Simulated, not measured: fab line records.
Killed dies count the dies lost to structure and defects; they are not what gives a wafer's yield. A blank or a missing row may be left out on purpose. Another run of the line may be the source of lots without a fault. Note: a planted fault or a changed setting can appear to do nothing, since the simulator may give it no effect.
Code-filled problem report in 8D (eight disciplines) form | flow berkeley_cmos170 | the parts of the form that need people (team, actions taken, sign-off) are left out

1. WHAT IS WRONG
Mean V1_TEOS_THK at UCB170_V1_THK_MEAS_01: 2530 nm over 2 wafers in 2 lots; fault-free wafers: 2009 nm, standard deviation 28. That is +19 standard deviations from the usual mean.
First observed at day 9 13:47: wafer L774.2, on film_metro-04. The record holds 42 wafers of 14 lots with a number at this step. Rule for "out" (also "out of limits"): further than 4 standard deviations from the usual mean. The rest of the wafers with a number are treated as sound.

2. WHAT IT IS, AND WHAT IT ISN'T
question                    | is                           | is not
which readings at this step | V1_TEOS_THK                  | -
which lots                  | L774, L776                   | L761, L762, L764, L765, L766, L767, L770, L778, L779, L780, L782, L784
which wafers of those lots  | L774.2, L776.4               | L774.1, L774.3, L776.2, L776.6
read on which gauges        | film_metro-03, film_metro-04 | film_metro-02
when                        | from day 9 13:47             | up to then (23 sound wafers); but 17 sound wafers of L776, L778, L779, L780, L782, L784 came after

3. SUSPECTS, AND WHAT RULES EACH OUT
Counting: any tool at a process step up to the reading remains a suspect provided it ran every lot that is out. Sound lots after the first of them don't rule it out here, since some wafers of a struck lot are sound.
- ruled out: the gauge at UCB170_V1_THK_MEAS_01. The wafers that are out were read on 2 gauges (film_metro-03, film_metro-04).
- plasma_asher-02 at UCB170_CONTACT_STRIP_06 (strips in O2): kept. It processed each lot that is out (first: L774, day 9 06:43); up to then, its last sound lot is L766 (day 7 12:28).
- pecvd-03 at UCB170_V1_CVD_00 (deposits SiO2 from TEOS/O2, target thk 2000 nm, time 250 s): kept. It processed each lot that is out (first: L774, day 9 13:37); up to then, its last sound lot is L770 (day 8 16:13). Out on those wafers are its own readings of run_length_s.
- pecvd-03, UCB170_V1_CVD_00: wafers that are out in chamber 0, sound lot-mates in chambers 1, 2.
After counting, plasma_asher-02 at UCB170_CONTACT_STRIP_06 and pecvd-03 at UCB170_V1_CVD_00 remain.

4. THE CAUSE (what the simulator had put in)
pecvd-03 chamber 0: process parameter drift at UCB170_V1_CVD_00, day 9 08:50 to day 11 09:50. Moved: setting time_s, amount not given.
Of the 2 suspects that counting leaves, this tool is one.

5. SEQUENCE OF EFFECTS, ordered by route
Rows list readings where the struck wafers' mean (over those with a number) sits beyond 3 standard deviations from the usual. Only readings whose record carries a usual standard deviation are examined. hours: median over the lots of the time between each lot's start at the first step of this table that gives one and its start at this step. sigmas: the change, counted in usual standard deviations.
hours | step                  | reading      | usual   | on struck wafers | change | sigmas
0     | UCB170_V1_CVD_00      | run_length_s | 278.2 s | 343.0            | +64.8  | +99 or more
0     | UCB170_V1_THK_MEAS_01 | V1_TEOS_THK  | 2009 nm | 2530             | +520   | +19
Here are the process steps it includes:
- UCB170_V1_CVD_00: deposits SiO2 from TEOS/O2, target thk 2000 nm, time 250 s.
Later steps that measure or inspect, where all struck wafers having a row at the step show a number for every such reading and not one has moved that far: UCB170_V1_CD_MEAS_90.

6. WHAT WOULD HAVE CAUGHT IT SOONER
5 hours passed between the start of the fault at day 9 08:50 and the first reading out of limits at a measuring or inspecting step in this record, taken at day 9 13:47.
Tool's own readings at UCB170_V1_CVD_00, run_length_s: out on all struck wafers the step has rows for; an alarm limit on them would have tripped on the first.
Lots out: 2; of these, L776 started UCB170_V1_CVD_00 on pecvd-03 after day 9 13:47. Had the tool been put on hold then, it would have been spared.
